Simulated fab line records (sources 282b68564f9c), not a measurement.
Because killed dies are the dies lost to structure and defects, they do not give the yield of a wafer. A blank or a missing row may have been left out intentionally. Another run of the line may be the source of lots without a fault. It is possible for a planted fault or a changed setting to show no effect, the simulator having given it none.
Which of the tools did it? || flow ritCmos || 45 wafers from 15 lots sampled at 5 of the route's 202 steps

## WHAT THE GAUGES SHOWED, per wafer
RIT_WELLDRIVE_RS_MEAS_02: measures by four-point-probe. Usual: PWELL_RS 430.2 ohm/sq, standard deviation 1.3.
{"lot": "L436", "measured": "day 2 11:16", "on": "filmMetro-01", "PWELL_RS (ohm/sq)": "429.8 428.8 430.4", "flag": ""}
{"lot": "L438", "measured": "day 2 19:58", "on": "filmMetro-01", "PWELL_RS (ohm/sq)": "428.0 428.6 428.4", "flag": ""}
{"lot": "L442", "measured": "day 3 16:04", "on": "filmMetro-03", "PWELL_RS (ohm/sq)": "430.1 431.8 430.1", "flag": ""}
{"lot": "L443", "measured": "day 3 23:44", "on": "filmMetro-03", "PWELL_RS (ohm/sq)": "431.2 431.8 430.8", "flag": ""}
{"lot": "L444", "measured": "day 4 05:22", "on": "filmMetro-01", "PWELL_RS (ohm/sq)": "428.5 428.9 428.5", "flag": ""}
{"lot": "L445", "measured": "day 4 06:23", "on": "filmMetro-03", "PWELL_RS (ohm/sq)": "430.1 429.9 430.4", "flag": ""}
{"lot": "L446", "measured": "day 4 10:29", "on": "filmMetro-04", "PWELL_RS (ohm/sq)": "429.4 428.9 429.2", "flag": ""}
{"lot": "L447", "measured": "day 4 15:39", "on": "filmMetro-01", "PWELL_RS (ohm/sq)": "428.9 428.8 428.7", "flag": ""}
{"lot": "L448", "measured": "day 4 19:59", "on": "filmMetro-04", "PWELL_RS (ohm/sq)": "429.9 429.0 428.6", "flag": ""}
{"lot": "L449", "measured": "day 5 00:08", "on": "filmMetro-01", "PWELL_RS (ohm/sq)": "429.6 430.5 430.1", "flag": ""}
{"lot": "L450", "measured": "day 5 06:17", "on": "filmMetro-01", "PWELL_RS (ohm/sq)": "429.1 428.4 430.1", "flag": ""}
{"lot": "L452", "measured": "day 5 19:22", "on": "filmMetro-04", "PWELL_RS (ohm/sq)": "428.7 428.3 429.6", "flag": ""}
{"lot": "L453", "measured": "day 5 19:22", "on": "filmMetro-03", "PWELL_RS (ohm/sq)": "432.6 432.8 431.9", "flag": ""}
{"lot": "L454", "measured": "day 5 23:41", "on": "filmMetro-04", "PWELL_RS (ohm/sq)": "429.8 431.3 429.6", "flag": ""}
{"lot": "L456", "measured": "day 6 10:11", "on": "filmMetro-04", "PWELL_RS (ohm/sq)": "432.9 431.2 432.8", "flag": ""}

RIT_GATE_THK_MEAS_07. Usual: GATE_OXIDE_THK 3.01 nm, standard deviation 0.06.
{"lot": "L436", "measured": "day 2 18:43", "on": "filmMetro-03", "GATE_OXIDE_THK (nm)": "3.02 2.86 2.88", "flag": ""}
{"lot": "L438", "measured": "day 3 07:08", "on": "filmMetro-01", "GATE_OXIDE_THK (nm)": "3.03 3.04 3.07", "flag": ""}
{"lot": "L442", "measured": "day 3 23:52", "on": "filmMetro-02", "GATE_OXIDE_THK (nm)": "2.98 3.01 3.01", "flag": ""}
{"lot": "L443", "measured": "day 4 07:49", "on": "filmMetro-02", "GATE_OXIDE_THK (nm)": "2.97 3.02 3.02", "flag": ""}
{"lot": "L444", "measured": "day 4 12:11", "on": "filmMetro-01", "GATE_OXIDE_THK (nm)": "3.03 3.09 3.02", "flag": ""}
{"lot": "L445", "measured": "day 4 12:43", "on": "filmMetro-03", "GATE_OXIDE_THK (nm)": "3.10 3.07 3.13", "flag": ""}
{"lot": "L446", "measured": "day 4 20:39", "on": "filmMetro-02", "GATE_OXIDE_THK (nm)": "3.10 3.01 3.07", "flag": ""}
{"lot": "L447", "measured": "day 5 02:38", "on": "filmMetro-02", "GATE_OXIDE_THK (nm)": "3.00 3.01 3.05", "flag": ""}
{"lot": "L448", "measured": "day 5 02:40", "on": "filmMetro-01", "GATE_OXIDE_THK (nm)": "3.07 3.12 3.07", "flag": ""}
{"lot": "L449", "measured": "day 5 06:19", "on": "filmMetro-02", "GATE_OXIDE_THK (nm)": "3.03 3.04 3.06", "flag": ""}
{"lot": "L450", "measured": "day 5 14:26", "on": "filmMetro-01", "GATE_OXIDE_THK (nm)": "3.01 3.03 3.00", "flag": ""}
{"lot": "L452", "measured": "day 6 01:39", "on": "filmMetro-03", "GATE_OXIDE_THK (nm)": "2.86 3.09 2.97", "flag": ""}
{"lot": "L453", "measured": "day 6 02:43", "on": "filmMetro-03", "GATE_OXIDE_THK (nm)": "3.00 2.96 2.90", "flag": ""}
{"lot": "L454", "measured": "day 6 07:28", "on": "filmMetro-02", "GATE_OXIDE_THK (nm)": "2.97 2.98 2.98", "flag": ""}
{"lot": "L456", "measured": "day 6 15:23", "on": "filmMetro-03", "GATE_OXIDE_THK (nm)": "3.05 3.08 3.00", "flag": ""}

RIT_GATE_OVL_MEAS_17. Usual: GATE_OVL -0.3 nm, standard deviation 1.5.
{"lot": "L436", "measured": "day 2 21:57", "on": "overlay-02", "GATE_OVL (nm)": "-1.7 -0.7 -1.0", "flag": ""}
{"lot": "L438", "measured": "day 3 10:04", "on": "overlay-02", "GATE_OVL (nm)": "2.1 1.3 2.8", "flag": ""}
{"lot": "L442", "measured": "day 4 02:50", "on": "overlay-01", "GATE_OVL (nm)": "-0.5 -0.1 -0.8", "flag": ""}
{"lot": "L443", "measured": "day 4 10:42", "on": "overlay-02", "GATE_OVL (nm)": "-0.2 0.5 0.3", "flag": ""}
{"lot": "L444", "measured": "day 4 15:01", "on": "overlay-02", "GATE_OVL (nm)": "-0.4 0.3 -0.2", "flag": ""}
{"lot": "L445", "measured": "day 4 16:38", "on": "overlay-01", "GATE_OVL (nm)": "-2.3 -2.8 -2.6", "flag": ""}
{"lot": "L446", "measured": "day 4 23:29", "on": "overlay-02", "GATE_OVL (nm)": "-0.7 -0.5 -0.5", "flag": ""}
{"lot": "L447", "measured": "day 5 05:21", "on": "overlay-02", "GATE_OVL (nm)": "-0.3 0.0 -0.2", "flag": ""}
{"lot": "L448", "measured": "day 5 05:41", "on": "overlay-02", "GATE_OVL (nm)": "0.3 1.5 0.2", "flag": ""}
{"lot": "L449", "measured": "day 5 09:01", "on": "overlay-01", "GATE_OVL (nm)": "-1.3 -1.4 -0.8", "flag": ""}
{"lot": "L450", "measured": "day 5 17:38", "on": "overlay-01", "GATE_OVL (nm)": "-0.1 0.0 1.4", "flag": ""}
{"lot": "L452", "measured": "day 6 04:26", "on": "overlay-01", "GATE_OVL (nm)": "-0.4 -1.6 -2.0", "flag": ""}
{"lot": "L453", "measured": "day 6 06:08", "on": "overlay-02", "GATE_OVL (nm)": "-149.5 -149.7 -150.0", "flag": "OFF"}
{"lot": "L454", "measured": "day 6 10:10", "on": "overlay-01", "GATE_OVL (nm)": "-150.8 -150.0 -150.2", "flag": "OFF"}
{"lot": "L456", "measured": "day 6 19:15", "on": "overlay-02", "GATE_OVL (nm)": "-147.5 -146.4 -147.3", "flag": "OFF"}

RIT_REOX_THK_MEAS_04. Usual: REOX_OXIDE_THK 25.2 nm, standard deviation 0.48.
{"lot": "L436", "measured": "day 3 03:06", "on": "filmMetro-01", "REOX_OXIDE_THK (nm)": "24.9 24.5 24.8", "flag": ""}
{"lot": "L438", "measured": "day 3 15:44", "on": "filmMetro-04", "REOX_OXIDE_THK (nm)": "25.8 25.8 25.8", "flag": ""}
{"lot": "L442", "measured": "day 4 08:41", "on": "filmMetro-04", "REOX_OXIDE_THK (nm)": "25.2 25.1 25.5", "flag": ""}
{"lot": "L443", "measured": "day 4 14:44", "on": "filmMetro-04", "REOX_OXIDE_THK (nm)": "25.5 25.5 25.4", "flag": ""}
{"lot": "L444", "measured": "day 4 18:55", "on": "filmMetro-03", "REOX_OXIDE_THK (nm)": "25.5 25.3 25.4", "flag": ""}
{"lot": "L445", "measured": "day 4 23:11", "on": "filmMetro-01", "REOX_OXIDE_THK (nm)": "24.9 25.1 24.9", "flag": ""}
{"lot": "L446", "measured": "day 5 03:04", "on": "filmMetro-04", "REOX_OXIDE_THK (nm)": "25.0 24.9 24.5", "flag": ""}
{"lot": "L447", "measured": "day 5 08:58", "on": "filmMetro-04", "REOX_OXIDE_THK (nm)": "26.0 26.1 26.1", "flag": ""}
{"lot": "L448", "measured": "day 5 10:30", "on": "filmMetro-01", "REOX_OXIDE_THK (nm)": "26.3 26.0 26.3", "flag": ""}
{"lot": "L449", "measured": "day 5 14:10", "on": "filmMetro-01", "REOX_OXIDE_THK (nm)": "25.6 25.2 25.4", "flag": ""}
{"lot": "L450", "measured": "day 5 21:43", "on": "filmMetro-01", "REOX_OXIDE_THK (nm)": "25.1 25.5 25.0", "flag": ""}
{"lot": "L452", "measured": "day 6 08:05", "on": "filmMetro-03", "REOX_OXIDE_THK (nm)": "25.2 24.9 25.2", "flag": ""}
{"lot": "L453", "measured": "day 6 10:38", "on": "filmMetro-03", "REOX_OXIDE_THK (nm)": "25.2 25.3 25.0", "flag": ""}
{"lot": "L454", "measured": "day 6 15:38", "on": "filmMetro-04", "REOX_OXIDE_THK (nm)": "24.7 24.6 25.1", "flag": ""}
{"lot": "L456", "measured": "day 7 00:00", "on": "filmMetro-03", "REOX_OXIDE_THK (nm)": "25.2 25.0 25.1", "flag": ""}

## EACH LOT AND THE TOOL THAT RAN IT (in order: tool; ch and the chambers of the sampled wafers; start)
{"lot": "L436", "RIT_GATE_EXPOSE_13": "ilineStepper-02 ch 0, day 2 21:19"}
{"lot": "L438", "RIT_GATE_EXPOSE_13": "ilineStepper-01 ch 0, day 3 09:28"}
{"lot": "L442", "RIT_GATE_EXPOSE_13": "ilineStepper-01 ch 0, day 4 02:16"}
{"lot": "L443", "RIT_GATE_EXPOSE_13": "ilineStepper-01 ch 0, day 4 10:11"}
{"lot": "L444", "RIT_GATE_EXPOSE_13": "ilineStepper-02 ch 0, day 4 14:30"}
{"lot": "L445", "RIT_GATE_EXPOSE_13": "ilineStepper-01 ch 0, day 4 16:07"}
{"lot": "L446", "RIT_GATE_EXPOSE_13": "ilineStepper-01 ch 0, day 4 22:59"}
{"lot": "L447", "RIT_GATE_EXPOSE_13": "ilineStepper-01 ch 0, day 5 04:50"}
{"lot": "L448", "RIT_GATE_EXPOSE_13": "ilineStepper-02 ch 0, day 5 05:07"}
{"lot": "L449", "RIT_GATE_EXPOSE_13": "ilineStepper-02 ch 0, day 5 08:31"}
{"lot": "L450", "RIT_GATE_EXPOSE_13": "ilineStepper-01 ch 0, day 5 17:07"}
{"lot": "L452", "RIT_GATE_EXPOSE_13": "ilineStepper-02 ch 0, day 6 03:52"}
{"lot": "L453", "RIT_GATE_EXPOSE_13": "ilineStepper-01 ch 0, day 6 05:35"}
{"lot": "L454", "RIT_GATE_EXPOSE_13": "ilineStepper-01 ch 0, day 6 09:40"}
{"lot": "L456", "RIT_GATE_EXPOSE_13": "ilineStepper-01 ch 0, day 6 18:44"}
- RIT_GATE_EXPOSE_13: exposes mask M6, target cd 150 nm.

## WHAT THE TOOLS THEMSELVES READ (means of the sampled wafers that have a number; where no wafer has one, the mark that the record gives instead)
The record holds no such reading with a usual standard deviation.

## THE ANSWER, worked out from the rows above alone
Rule: a lot is off if the mean of its wafers that have a number lies more than 3 standard deviations from the usual mean. A lot without any number at a reading at which 4 lots or more have one is off too. All remaining lots with rows at the step are treated as sound. First the gauges in route order, then the tools' own readings, where a lot's mean is used as printed above. At the first step where some lot is off, the reading lying furthest off is the one used; lots without a number count as furthest.
Off: L453, L454, L456, at RIT_GATE_OVL_MEAS_17 (GATE_OVL).
If a tool, at a process step before that reading, ran all the lots that are off and no sound lot after the first of them, it fits. Gauges at RIT_GATE_OVL_MEAS_17: tried the same way as those tools. One fits: RIT_GATE_EXPOSE_13 on ilineStepper-01. A fault onset in the window from L450 (day 5 17:07, its last sound lot) to L453 (day 6 05:35, its first lot off) fits.

## WHAT THE SIMULATOR HAD INSERTED
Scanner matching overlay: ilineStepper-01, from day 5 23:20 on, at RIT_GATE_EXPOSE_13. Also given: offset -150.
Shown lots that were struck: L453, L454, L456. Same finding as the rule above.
